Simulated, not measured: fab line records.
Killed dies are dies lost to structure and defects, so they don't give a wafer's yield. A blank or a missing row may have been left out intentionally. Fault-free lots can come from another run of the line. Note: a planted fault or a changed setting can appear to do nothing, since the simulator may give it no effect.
fab line records | flow berkeleyCmos170
[record] lots = 13 wafers = 39 lastDay = 12
route steps=331 shown START@1 NWELL@19 V1@268
lots that met no fault: taken from a fault-free run of the same line
startH: start of the lot's first displayed wafer, in hours after the record's first day | waitH: hours elapsed since this lot's preceding step | " repeats the value in the row above | L1.1+2: several wafers, shown together as one row | - no value present, or no start provided | * or withheld: withheld | < > ~ a bound
route shown NAME@n: names a module that has steps shown in the file, with the first one's number in the route | usual: mean/standard deviation taken from wafers without a fault | same: alike in all rows | chamber/n: place in a boat | sites: each site's reading | _std_site: how widely they spread, as a standard deviation | _edge_site: outer sites' mean less inner sites' | radiusMm: for every site, how far away it sits from the centre of the wafer | mask NAME#n: copy n | behind: tool/chamber where the wafer was last shaped | hold: why the lot went on hold/how many hours it stayed there/how the hold came to an end | device: names the non-switching transistor (n, p or np) | end of line: the route-end tests of the same wafers | where a step has no rows: the recipe by itself | killed: not the wafer's yield, but the dies lost to structure and defects at the first sort | map: shows each die of a wafer: x if killed, . if not, _ if none is there
set.NAME: the run value of the setting; set.NAME@STEP: its run value at that earlier step | model.NAME: the simulator's own value behind a step, which no gauge read
one table for each step of the route and one row for each wafer, over a sample of lots
services: the hour from which a tool's chamber was out of use, counted from the record's first day as startH (under 0 if before that day), plus the number of hours and why
[[steps]]
[step UCB170_START_BOW_MEAS_00]
[recipe] mode = bow
[usual] INCOMING_BOW = 0/6.6
// columns lot.wafer tool chamber startH waitH INCOMING_BOW[um]
L840.2 filmMetro-03 - 15.02 - 11
L840.3 " - " " -1
L840.4 " - " " 12
L841.2 filmMetro-01 - 20.02 - -6
L841.3 " - " " -5
L841.6 " - " " 0
L842.1 filmMetro-02 - 25.00 - -3
L842.4 " - " " -10
L842.5 " - " " 1
L843.2 filmMetro-02 - 30.02 - -3
L843.3 " - " " -2
L843.5 " - " " -1
L844.2 filmMetro-01 - 35.02 - -3
L844.3 " - " " 0
L844.6 " - " " -6
L846.1 filmMetro-02 - 45.00 - -7
L846.5 " - " " 1
L846.6 " - " " 6
L848.2 filmMetro-03 - 55.02 - -1
L848.4 " - " " -8
L848.5 " - " " 4
L853.2 filmMetro-01 - 80.02 - -2
L853.4 " - " " -6
L853.6 " - " " 4
L856.3 filmMetro-02 - 95.04 - 2
L856.5 " - " " 0
L856.6 " - " " -3
L857.2 filmMetro-01 - 100.02 - -2
L857.3 " - " " -8
L857.6 " - " " 6
L858.2 filmMetro-01 - 105.02 - 9
L858.4 " - " " 0
L858.6 " - " " 14
L859.1 filmMetro-03 - 110.00 - -5
L859.2 " - " " -1
L859.6 " - " " 15
L862.1 filmMetro-03 - 125.00 - -3
L862.4 " - " " 5
L862.5 " - " " 1
[step UCB170_NWELL_THK_MEAS_05]
[recipe] reads = Si3N4_of_NWELL_CVD_04
[usual] NWELL_NITRIDE_THK = 223.6/2
// columns lot.wafer tool chamber startH waitH NWELL_NITRIDE_THK[nm]
L840.2 filmMetro-02 - 32.50 0.0 224.7
L840.3 " - " " 224.9
L840.4 " - " " 224.4
L841.2 filmMetro-01 - 42.87 0.0 220.2
L841.3 " - " " 221.2
L841.6 " - " " 220.8
L842.1 filmMetro-02 - 49.92 0.0 222.7
L842.4 " - " " 220.5
L842.5 " - " " 222.0
L843.2 filmMetro-01 - 49.93 0.0 219.3
L843.3 " - " " 220.6
L843.5 " - " " 218.8
L844.2 filmMetro-02 - 58.91 0.0 222.2
L844.3 " - " " 225.1
L844.6 " - " " 223.6
L846.1 filmMetro-01 - 67.59 0.1 221.8
L846.5 " - " " 221.1
L846.6 " - " " 221.2
L848.2 filmMetro-02 - 78.69 0.0 225.9
L848.4 " - " " 225.4
L848.5 " - " " 222.9
L853.2 filmMetro-01 - 113.64 0.0 228.1
L853.4 " - " " 227.2
L853.6 " - " " 227.1
L856.3 filmMetro-01 - 121.99 0.0 222.8
L856.5 " - " " 222.4
L856.6 " - " " 222.7
L857.2 filmMetro-04 - 128.85 0.0 226.7
L857.3 " - " " 225.0
L857.6 " - " " 224.9
L858.2 filmMetro-01 - 128.85 0.0 223.0
L858.4 " - " " 222.7
L858.6 " - " " 222.2
L859.1 filmMetro-04 - 133.93 0.0 222.1
L859.2 " - " " 224.3
L859.6 " - " " 222.5
L862.1 filmMetro-04 - 144.82 0.0 223.2
L862.4 " - " " 223.9
L862.5 " - " " 224.2
[step UCB170_NWELL_TW_MEAS_16]
[usual] NWELL_TW = 1252/12
// columns lot.wafer tool chamber startH waitH NWELL_TW
L840.2 filmMetro-01 - 34.70 0.1 1272
L840.3 " - " " 1270
L840.4 " - " " 1271
L841.2 filmMetro-01 - 44.81 0.1 1278
L841.3 " - " " 1276
L841.6 " - " " 1264
L843.2 filmMetro-02 - 51.83 0.1 1237
L843.3 " - " " 1240
L843.5 " - " " 1251
L842.1 filmMetro-01 - 51.90 0.1 1261
L842.4 " - " " 1256
L842.5 " - " " 1260
L844.2 filmMetro-02 - 60.20 0.1 1243
L844.3 " - " " 1239
L844.6 " - " " 1248
L846.1 filmMetro-02 - 69.16 0.1 1235
L846.5 " - " " 1244
L846.6 " - " " 1242
L848.2 filmMetro-02 - 80.11 0.1 1247
L848.4 " - " " 1248
L848.5 " - " " 1254
L853.2 filmMetro-01 - 114.93 0.1 1261
L853.4 " - " " 1263
L853.6 " - " " 1264
L856.3 filmMetro-02 - 123.41 0.1 1240
L856.5 " - " " 1243
L856.6 " - " " 1238
L858.2 filmMetro-02 - 130.53 0.1 1236
L858.4 " - " " 1235
L858.6 " - " " 1239
L857.2 filmMetro-04 - 131.39 0.1 1238
L857.3 " - " " 1242
L857.6 " - " " 1239
L859.1 filmMetro-04 - 135.22 0.1 1241
L859.2 " - " " 1243
L859.6 " - " " 1238
L862.1 filmMetro-04 - 147.69 0.1 1251
L862.4 " - " " 1235
L862.5 " - " " 1241
[step UCB170_V1_ETCH_14]
[recipe] chemistry = CHF3/CF4/Ar target = SiO2 stopOn = Al CHF3_flow_sccm = 45 cf4FlowSccm = 15 Ar_flow_sccm = 150 pressureMtorr = 200 rfW = 700 targetDepthA = 12500 overEtchFrac = 0.25 timeS = 291
[usual] drypumpMotorCurrentA = 5.8/0.57 oesProductAu = 0.870/0.013 runLengthS = 319.4/0.56 throttleValvePct = 6.93/0.12
[same] overEtchFrac = 0.25
// columns lot.wafer tool chamber startH waitH drypumpMotorCurrentA oesProductAu rfHoursCounterH runLengthS throttleValvePct
L840.2 rieDiel-04 1 173.70 0.0 5.0 0.851 147 319.0 6.95
L840.3 " 3 " " 5.5 0.880 95 320.1 6.97
L840.4 " 0 " " 6.8 0.871 22 319.3 7.02
L841.2 rieDiel-03 0 173.96 0.0 6.2 0.843 2 318.6 7.09
L841.3 " 1 " " 6.6 0.882 146 319.6 6.80
L841.6 " 0 " " 6.2 0.840 - 318.8 7.10
L842.1 rieDiel-02 1 175.04 0.0 5.7 0.878 2 319.7 6.97
L842.4 " 2 " " 5.5 0.864 106 319.9 6.75
L842.5 " 2 " " 5.5 0.864 - 319.4 6.73
L843.2 rieDiel-03 1 175.16 0.0 6.6 0.887 146 319.6 6.79
L843.3 " 2 " " 5.9 0.873 126 319.5 6.94
L843.5 " 1 " " 6.6 0.887 - 319.7 6.80
L844.2 rieDiel-04 3 197.23 0.0 5.5 0.875 97 320.8 6.97
L844.3 " 0 " " 6.8 0.879 23 319.1 7.04
L844.6 " 1 " " 5.0 0.861 - 319.5 6.95
L846.1 rieDiel-04 3 205.22 0.0 5.5 0.876 97 320.6 6.94
L846.5 " 3 " " 5.5 0.883 - 320.1 6.95
L846.6 " 2 " " 5.6 0.860 - 319.5 6.80
L848.2 rieDiel-04 0 206.34 0.0 6.7 0.982 23 289.0 7.03
L848.4 " 3 " " 5.5 0.879 - 320.3 6.94
L848.5 " 0 " " 6.7 0.986 - 289.0 7.03
L853.2 rieDiel-02 0 251.05 0.0 4.8 0.879 20 318.4 6.97
L853.4 " 3 " " 5.9 0.860 29 319.3 7.12
L853.6 " 1 " " 5.7 0.871 - 319.4 6.97
L856.3 rieDiel-03 2 251.05 0.0 6.0 0.870 129 319.7 6.95
L856.5 " 0 " " 6.2 0.845 - 318.7 7.09
L856.6 " 2 " " 5.9 0.875 - 319.7 6.93
L857.2 rieDiel-03 0 256.89 0.0 6.2 0.845 5 318.8 7.09
L857.3 " 0 " " 6.2 0.838 - 318.6 7.09
L857.6 " 1 " " 6.6 0.889 - 319.5 6.80
L858.2 rieDiel-03 0 263.40 0.0 6.2 0.851 6 319.2 7.09
L858.4 " 0 " " 6.2 0.849 - 318.5 7.11
L858.6 " 1 " " 6.6 0.882 - 320.2 6.78
L859.1 rieDiel-02 2 264.13 0.0 5.5 0.869 110 319.3 6.75
L859.2 " 3 " " 5.9 0.857 30 319.5 7.11
L859.6 " 1 " " 5.8 0.872 - 319.1 6.97
L862.1 rieDiel-02 0 283.39 0.0 4.8 0.877 22 318.3 6.93
L862.4 " 1 " " 5.7 0.879 7 319.1 6.97
L862.5 " 2 " " 5.5 0.858 - 319.4 6.74
[step UCB170_V1_STRIP_15]
[recipe] chemistry = O2 powerW = 400 pressureMtorr = 3500 platenTempC = withheld o2FlowSccm = 400 overashFraction = 0.5
[usual] drypumpMotorCurrentA = 5.7/0.64 oesProductAu = 0.721/0.0043 stripTimeToEndpointS = 15.28/0.076
// columns lot.wafer tool chamber startH waitH drypumpMotorCurrentA oesProductAu rfHoursCounterH stripTimeToEndpointS
L840.2 plasmaAsher-04 0 173.88 0.1 6.2 0.717 33 15.26
L840.3 " 0 " " 6.3 0.719 - 15.39
L840.4 " 1 " " 6.3 0.714 - 15.39
L841.2 plasmaAsher-02 0 174.14 0.1 5.1 0.722 46 15.17
L841.3 " 1 " " 4.9 0.719 - 15.26
L841.6 " 0 " " 5.1 0.726 - 15.19
L842.1 plasmaAsher-02 0 175.22 0.1 5.1 0.718 47 15.32
L842.4 " 1 " " 4.9 0.713 - 15.23
L842.5 " 0 " " 5.1 0.725 - 15.29
L843.2 plasmaAsher-01 0 175.34 0.1 5.6 0.715 6 15.30
L843.3 " 0 " " 5.6 0.722 - 15.36
L843.5 " 1 " " 6.5 0.721 - 15.23
L844.2 plasmaAsher-01 0 197.41 0.1 5.6 0.716 9 15.28
L844.3 " 0 " " 5.7 0.721 - 15.45
L844.6 " 0 " " 5.7 0.723 - 15.29
L846.1 plasmaAsher-02 0 205.40 0.1 5.1 0.723 50 15.27
L846.5 " 0 " " 5.1 0.721 - 15.19
L846.6 " 1 " " 4.9 0.725 - 15.31
L848.2 plasmaAsher-02 1 206.52 0.1 4.9 0.727 50 15.83
L848.4 " 0 " " 5.1 0.723 - 15.19
L848.5 " 0 " " 5.2 0.719 - 15.87
L853.2 plasmaAsher-04 1 251.23 0.1 6.3 0.721 42 15.23
L853.4 " 0 " " 6.3 0.725 - 15.22
L853.6 " 1 " " 6.3 0.719 - 15.24
L856.3 plasmaAsher-01 1 251.26 0.1 6.6 0.723 - 15.40
L856.5 " 1 " " 6.5 0.716 - 15.33
L856.6 " 0 " " 5.7 0.723 - 15.40
L857.2 plasmaAsher-01 0 257.16 0.2 5.7 0.722 16 15.22
L857.3 " 0 " " 5.7 0.723 - 15.32
L857.6 " 1 " " 6.5 0.725 - 15.30
L858.2 plasmaAsher-01 0 263.67 0.2 5.6 0.724 16 15.15
L858.4 " 1 " " 6.5 0.721 - 15.21
L858.6 " 1 " " 6.5 0.719 - 15.39
L859.1 plasmaAsher-02 1 264.31 0.1 4.9 0.726 57 15.16
L859.2 " 0 " " 5.1 0.724 57 15.37
L859.6 " 0 " " 5.2 0.725 - 15.20
L862.1 plasmaAsher-01 1 283.57 0.1 6.5 0.725 18 15.37
L862.4 " 0 " " 5.7 0.724 - 15.37
L862.5 " 0 " " 5.6 0.707 - 15.22
[[services]]
// columns tool chamber startH hours kind
plasmaAsher-04 - 153.10 4.3 pm
rieDiel-03 1 182.19 - clean
rieDiel-03 1 182.19 16.0 scheduledDown
rieDiel-03 1 182.19 16.0 ventCycle
rieDiel-04 1 200.40 - clean
rieDiel-04 1 200.40 25.5 scheduledDown
rieDiel-04 1 200.40 25.5 ventCycle
rieDiel-02 - 218.60 14.6 pm
rieDiel-03 - 223.06 2.8 pm
rieDiel-04 0 234.33 7.2 repair
rieDiel-03 3 250.66 - clean
rieDiel-03 3 250.66 16.7 scheduledDown
rieDiel-03 3 250.66 16.7 ventCycle
rieDiel-03 2 254.67 11.5 repair
plasmaAsher-01 - 257.30 2.8 pm
rieDiel-03 2 270.92 - clean
rieDiel-03 2 270.92 18.7 scheduledDown
rieDiel-03 2 270.92 18.7 ventCycle
[[key]]
[firstSign] step = UCB170_V1_ETCH_14 reading = runLengthS direction = down sigmas = 54 usual = * struck = *
[effect] step = UCB170_V1_ETCH_14 reading = oesProductAu direction = up sigmas = 8.9 usual = 0.870 struck = 0.984
[effect] step = UCB170_V1_STRIP_15 reading = stripTimeToEndpointS direction = up sigmas = 7.4 usual = * struck = *
metAt UCB170_V1_ETCH_14
struckLots L848
struckWafers L848.2,L848.5
notActingAt UCB170_START_BOW_MEAS_00,UCB170_NWELL_THK_MEAS_05,UCB170_NWELL_TW_MEAS_16
onsetBetween 197.23 206.34
[fault] kind = processParameterDrift tool = rieDiel-04 chamber = 0 onsetH = 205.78 steps = UCB170_V1_ETCH_14 channel = timeS offset = * shape = step endH = 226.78 actsIn = * stated = *
